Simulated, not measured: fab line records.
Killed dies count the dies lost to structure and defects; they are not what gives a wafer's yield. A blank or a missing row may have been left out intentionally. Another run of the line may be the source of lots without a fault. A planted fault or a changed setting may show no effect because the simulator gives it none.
Which tool did it? | flow berkeley_cmos170 | 15 lots, 45 wafers sampled, at 5 steps of a route of 331

== WHAT THE GAUGES READ, wafer by wafer ==
UCB170_SDANNEAL_RS_MEAS_02: measurement is done with a four-point probe.
lot  | measured     | on            | PSD_RS (ohm/sq)
L748 | day 8 07:00  | film_metro-01 | 75.3 75.2 75.4
L746 | day 8 07:26  | film_metro-04 | 76.0 75.8 76.0
L747 | day 8 07:36  | film_metro-02 | 75.5 75.5 76.0
L749 | day 8 07:47  | film_metro-01 | 75.2 75.6 75.6
L751 | day 9 07:35  | film_metro-01 | 75.3 75.5 75.0
L752 | day 9 07:57  | film_metro-04 | 75.6 75.6 75.5
L750 | day 9 08:09  | film_metro-01 | 75.4 75.5 75.2
L756 | day 9 23:22  | film_metro-02 | 75.7 75.9 76.1
L754 | day 9 23:29  | film_metro-01 | 76.0 75.8 75.9
L759 | day 10 16:58 | film_metro-04 | 75.7 75.8 75.6
L755 | day 10 17:06 | film_metro-02 | 75.9 75.5 76.0
L758 | day 10 17:25 | film_metro-01 | 56.7 56.8 56.9
L757 | day 10 17:37 | film_metro-02 | 76.0 75.7 75.6
L761 | day 11 05:58 | film_metro-01 | 56.5 56.3 56.4
L760 | day 11 08:19 | film_metro-02 | 57.0 57.0 57.1

UCB170_SDANNEAL_RS_MEAS_03: measurement is done with a four-point probe.
lot  | measured     | on            | NSD_RS (ohm/sq)
L748 | day 8 07:07  | film_metro-01 | 37.19 37.10 37.24
L746 | day 8 07:33  | film_metro-04 | 37.32 37.35 37.34
L747 | day 8 07:43  | film_metro-02 | 37.08 37.24 37.08
L749 | day 8 07:55  | film_metro-01 | 37.16 37.20 37.26
L751 | day 9 07:43  | film_metro-01 | 37.20 37.21 37.20
L752 | day 9 08:04  | film_metro-04 | 37.25 37.24 37.22
L750 | day 9 08:16  | film_metro-01 | 37.28 37.10 37.24
L756 | day 9 23:29  | film_metro-02 | 37.34 37.43 37.47
L754 | day 9 23:36  | film_metro-01 | 37.40 37.30 37.39
L759 | day 10 17:05 | film_metro-04 | 37.38 37.30 37.40
L755 | day 10 17:13 | film_metro-02 | 37.34 37.24 37.36
L758 | day 10 17:32 | film_metro-01 | 31.32 31.40 31.37
L757 | day 10 17:44 | film_metro-02 | 37.37 37.36 37.45
L761 | day 11 06:05 | film_metro-01 | 31.20 31.23 31.22
L760 | day 11 08:26 | film_metro-02 | 31.48 31.47 31.45

UCB170_SDANNEAL_RS_MEAS_04: measurement is done with a four-point probe.
lot  | measured     | on            | PLDD_RS (ohm/sq)
L748 | day 8 07:14  | film_metro-01 | 1031.8 1032.1 1030.6
L746 | day 8 07:40  | film_metro-04 | 1038.3 1035.0 1035.6
L747 | day 8 07:50  | film_metro-02 | 1036.2 1035.8 1038.7
L749 | day 8 08:02  | film_metro-01 | 1027.9 1027.9 1027.6
L751 | day 9 07:50  | film_metro-01 | 1035.6 1031.6 1033.8
L752 | day 9 08:11  | film_metro-04 | 1031.3 1031.4 1031.2
L750 | day 9 08:23  | film_metro-01 | 1034.2 1033.1 1032.3
L756 | day 9 23:36  | film_metro-02 | 1032.5 1033.5 1035.8
L754 | day 9 23:43  | film_metro-01 | 1031.6 1032.1 1028.5
L759 | day 10 17:12 | film_metro-04 | 1031.8 1036.9 1033.0
L755 | day 10 17:20 | film_metro-02 | 1028.8 1025.0 1030.6
L758 | day 10 17:40 | film_metro-01 | 963.9 963.4 964.8
L757 | day 10 17:52 | film_metro-02 | 1034.9 1035.1 1035.4
L761 | day 11 06:13 | film_metro-01 | 965.1 968.2 966.9
L760 | day 11 08:33 | film_metro-02 | 967.7 969.9 973.6

UCB170_SDANNEAL_RS_MEAS_05: measurement is done with a four-point probe.
lot  | measured     | on            | NLDD_RS (ohm/sq)
L748 | day 8 07:22  | film_metro-01 | 616.5 616.9 616.8
L746 | day 8 07:47  | film_metro-04 | 617.3 615.8 617.4
L747 | day 8 07:58  | film_metro-02 | 616.0 615.3 614.8
L749 | day 8 08:09  | film_metro-01 | 616.2 615.5 617.8
L751 | day 9 07:57  | film_metro-01 | 617.2 618.3 617.7
L752 | day 9 08:19  | film_metro-04 | 617.7 617.4 617.6
L750 | day 9 08:31  | film_metro-01 | 615.5 616.8 616.6
L756 | day 9 23:43  | film_metro-02 | 618.4 618.5 618.8
L754 | day 9 23:50  | film_metro-01 | 616.6 617.8 617.3
L759 | day 10 17:19 | film_metro-04 | 616.1 616.9 616.9
L755 | day 10 17:28 | film_metro-02 | 615.4 617.4 615.1
L758 | day 10 17:47 | film_metro-01 | 608.7 610.1 610.7
L757 | day 10 17:59 | film_metro-02 | 614.6 615.9 615.4
L761 | day 11 06:20 | film_metro-01 | 610.2 611.8 610.6
L760 | day 11 08:40 | film_metro-02 | 610.5 610.5 612.2

== EACH LOT AND THE TOOL THAT RAN IT (in order: tool; ch and the chambers of the sampled wafers; start) ==
lot  | UCB170_SDANNEAL_RTA_01
L748 | rtp_anneal-02 ch 0, day 8 06:55
L746 | rtp_anneal-01 ch 0, day 8 07:22
L747 | rtp_anneal-02 ch 0, day 8 07:32
L749 | rtp_anneal-01 ch 0, day 8 07:43
L751 | rtp_anneal-02 ch 0, day 9 07:31
L752 | rtp_anneal-01 ch 0, day 9 07:53
L750 | rtp_anneal-02 ch 0, day 9 08:05
L756 | rtp_anneal-02 ch 0, day 9 23:17
L754 | rtp_anneal-02 ch 0, day 9 23:25
L759 | rtp_anneal-02 ch 0, day 10 16:54
L755 | rtp_anneal-01 ch 0, day 10 17:02
L758 | rtp_anneal-02 ch 0, day 10 17:21
L757 | rtp_anneal-01 ch 0, day 10 17:29
L761 | rtp_anneal-02 ch 0, day 11 05:53
L760 | rtp_anneal-02 ch 0, day 11 08:15
- UCB170_SDANNEAL_RTA_01: time 5 s.

== AS READ BY THE TOOLS THEMSELVES (means over the sampled wafers that have a number; for cases with no such wafer, the mark the record gives instead) ==
UCB170_SDANNEAL_RTA_01.
lot  | tool          | lamp_power_pct (%) | wafer_temp_C_max
L748 | rtp_anneal-02 | 33.4               | 1053.5
L746 | rtp_anneal-01 | 37.5               | 1059.1
L747 | rtp_anneal-02 | 33.4               | 1053.1
L749 | rtp_anneal-01 | 37.6               | 1056.3
L751 | rtp_anneal-02 | 33.4               | 1054.0
L752 | rtp_anneal-01 | 37.5               | 1057.7
L750 | rtp_anneal-02 | 33.4               | 1053.2
L756 | rtp_anneal-02 | 33.4               | 1053.2
L754 | rtp_anneal-02 | 33.4               | 1052.9
L759 | rtp_anneal-02 | 33.4               | 1053.8
L755 | rtp_anneal-01 | 37.6               | 1055.8
L758 | rtp_anneal-02 | 33.4               | 1053.6
L757 | rtp_anneal-01 | 37.5               | 1057.6
L761 | rtp_anneal-02 | 33.4               | 1053.3
L760 | rtp_anneal-02 | 33.4               | 1053.6

== THE ANSWER, worked out from the rows above alone ==
Rule: what is usual is taken from the lots themselves. The widest of any qualifying gaps counts: lots, ordered by their means at a reading, are off when they make up no more than a third of the lots, leave a main group of 4 or more, and stand apart from it by 3 or more times the standard deviation of that group's means. A main group whose means are all the same, to the digits that the tables above print for the reading, isn't used. Also off: a lot with no number at a reading for which 4 or more lots have one. Any other lot the step has rows for is counted as sound. The gauges are gone through in route order, then the tools' own readings, and for those a lot's mean is taken as printed above. At the first step where some lot is off, the reading lying furthest off is the one used; lots without a number count as furthest.
Off: L758, L761, L760, at UCB170_SDANNEAL_RS_MEAS_02 (PSD_RS). For the main group the mean is 75.6 ohm/sq and the standard deviation 0.23.
If a tool, at a process step before that reading, ran all the lots that are off and no sound lot after the first of them, it fits. Gauges at UCB170_SDANNEAL_RS_MEAS_02: tried the same way as those tools. One candidate fits, namely rtp_anneal-02 at UCB170_SDANNEAL_RTA_01. Its last sound lot is L759 (day 10 16:54), its first lot that is off L758 (day 10 17:21): a fault that began between those two fits.

== WHAT THE SIMULATOR HAD INSERTED ==
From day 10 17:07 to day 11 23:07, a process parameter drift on rtp_anneal-02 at UCB170_SDANNEAL_RTA_01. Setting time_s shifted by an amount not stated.
Struck lots among those shown: L758, L761, L760. The rule above found the same.
